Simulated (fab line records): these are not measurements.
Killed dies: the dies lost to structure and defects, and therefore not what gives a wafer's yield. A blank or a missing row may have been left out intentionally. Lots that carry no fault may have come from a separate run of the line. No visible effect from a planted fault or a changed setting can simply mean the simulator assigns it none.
The tool behind it: which one? / flow rit cmos / 13 lots with 39 wafers sampled at 2 steps, on a route of 202 steps

== WHAT THE GAUGES READ, wafer by wafer ==
RIT_PSD_OVL_MEAS_06.
lot=L604; measured=day 3 08:50; on=overlay-02; PSD_OVL (nm)=1.3 1.0 1.9
lot=L605; measured=day 3 14:00; on=overlay-02; PSD_OVL (nm)=1.1 2.5 -1.0
lot=L606; measured=day 3 16:37; on=overlay-02; PSD_OVL (nm)=-0.2 0.6 -1.6
lot=L607; measured=day 3 19:10; on=overlay-02; PSD_OVL (nm)=-0.1 0.2 0.1
lot=L608; measured=day 4 07:39; on=overlay-01; PSD_OVL (nm)=-0.3 -2.6 0.7
lot=L610; measured=day 4 11:29; on=overlay-02; PSD_OVL (nm)=-2.6 -1.9 -3.0
lot=L611; measured=day 4 22:16; on=overlay-01; PSD_OVL (nm)=-151.0 -149.6 -152.1
lot=L612; measured=day 5 00:26; on=overlay-02; PSD_OVL (nm)=-150.8 -148.6 -149.1
lot=L617; measured=day 5 22:04; on=overlay-01; PSD_OVL (nm)=-0.5 0.1 -2.2
lot=L618; measured=day 6 10:57; on=overlay-02; PSD_OVL (nm)=0.1 0.7 0.7
lot=L621; measured=day 7 07:06; on=overlay-01; PSD_OVL (nm)=-1.2 -2.2 -1.5
lot=L623; measured=day 7 19:35; on=overlay-02; PSD_OVL (nm)=-1.4 0.0 -0.3
lot=L626; measured=day 8 02:36; on=overlay-02; PSD_OVL (nm)=-1.1 -2.2 -2.3

== EACH LOT AND THE TOOL THAT RAN IT (in order: tool; ch and the chambers of the sampled wafers; start) ==
lot=L604; RIT_PSD_EXPOSE_03=iline stepper-02 ch 0, day 3 08:26
lot=L605; RIT_PSD_EXPOSE_03=iline stepper-01 ch 0, day 3 13:35
lot=L606; RIT_PSD_EXPOSE_03=iline stepper-01 ch 0, day 3 16:14
lot=L607; RIT_PSD_EXPOSE_03=iline stepper-02 ch 0, day 3 18:46
lot=L608; RIT_PSD_EXPOSE_03=iline stepper-01 ch 0, day 4 07:16
lot=L610; RIT_PSD_EXPOSE_03=iline stepper-02 ch 0, day 4 11:05
lot=L611; RIT_PSD_EXPOSE_03=iline stepper-02 ch 0, day 4 21:47
lot=L612; RIT_PSD_EXPOSE_03=iline stepper-02 ch 0, day 5 00:02
lot=L617; RIT_PSD_EXPOSE_03=iline stepper-01 ch 0, day 5 21:40
lot=L618; RIT_PSD_EXPOSE_03=iline stepper-01 ch 0, day 6 10:22
lot=L621; RIT_PSD_EXPOSE_03=iline stepper-01 ch 0, day 7 06:42
lot=L623; RIT_PSD_EXPOSE_03=iline stepper-01 ch 0, day 7 19:11
lot=L626; RIT_PSD_EXPOSE_03=iline stepper-01 ch 0, day 8 02:07
- RIT_PSD_EXPOSE_03: exposes mask M10, target cd 40900 nm.

== WHAT THE TOOLS THEMSELVES READ (means of the sampled wafers that have a number; where no wafer has one, the mark that the record gives instead) ==
RIT_PSD_EXPOSE_03.
lot=L604; tool=iline stepper-02; reticle temp C (C)=23.06; stage vel mm s (mm/s)=500.08
lot=L605; tool=iline stepper-01; reticle temp C (C)=23.05; stage vel mm s (mm/s)=500.28
lot=L606; tool=iline stepper-01; reticle temp C (C)=22.98; stage vel mm s (mm/s)=499.73
lot=L607; tool=iline stepper-02; reticle temp C (C)=23.06; stage vel mm s (mm/s)=500.05
lot=L608; tool=iline stepper-01; reticle temp C (C)=22.95; stage vel mm s (mm/s)=500.23
lot=L610; tool=iline stepper-02; reticle temp C (C)=23.01; stage vel mm s (mm/s)=499.82
lot=L611; tool=iline stepper-02; reticle temp C (C)=22.93; stage vel mm s (mm/s)=499.69
lot=L612; tool=iline stepper-02; reticle temp C (C)=23.08; stage vel mm s (mm/s)=500.41
lot=L617; tool=iline stepper-01; reticle temp C (C)=23.08; stage vel mm s (mm/s)=499.89
lot=L618; tool=iline stepper-01; reticle temp C (C)=22.87; stage vel mm s (mm/s)=499.95
lot=L621; tool=iline stepper-01; reticle temp C (C)=22.93; stage vel mm s (mm/s)=499.87
lot=L623; tool=iline stepper-01; reticle temp C (C)=23.14; stage vel mm s (mm/s)=500.18
lot=L626; tool=iline stepper-01; reticle temp C (C)=23.19; stage vel mm s (mm/s)=499.74

== THE ANSWER, worked out from the rows above alone ==
Rule: the usual values come from the lots themselves. Put in order of their means at a reading, lots are off if they are a third of the lots or fewer, leave a main group of 4 or more, and stand apart from it by a gap of 3 or more times the standard deviation of the main group's means; of several such gaps the widest counts. A main group whose means are all the same, to the digits that the tables above print for the reading, isn't used. Also off: a lot with no number at a reading for which 4 or more lots have one. Where the step has rows for the other lots, those lots are counted as sound. First the gauges in route order, then the tools' own readings, where a lot's mean is used as printed above. The first step at which some lot is off is used, and at that step the reading that is off furthest; a lot without a number counts as furthest.
Off: at RIT_PSD_OVL_MEAS_06 (PSD_OVL), L611, L612. Main group: mean -0.5 nm, sd 1.1.
A tool fits if, at a process step before that reading, it ran every lot that is off, and no sound lot after the first of them. Those tools and the gauges at RIT_PSD_OVL_MEAS_06 are tried in the same way. One fits: iline stepper-02 at RIT_PSD_EXPOSE_03. Its last sound lot is L610 (day 4 11:05), its first lot that is off L611 (day 4 21:47): a fault that began between those two fits.

== WHAT HAD BEEN PUT IN BY THE SIMULATOR ==
Scanner matching overlay: iline stepper-02, from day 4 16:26 on, at RIT_PSD_EXPOSE_03. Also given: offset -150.
Shown lots that were struck: L611, L612. This agrees with what the rule above found.
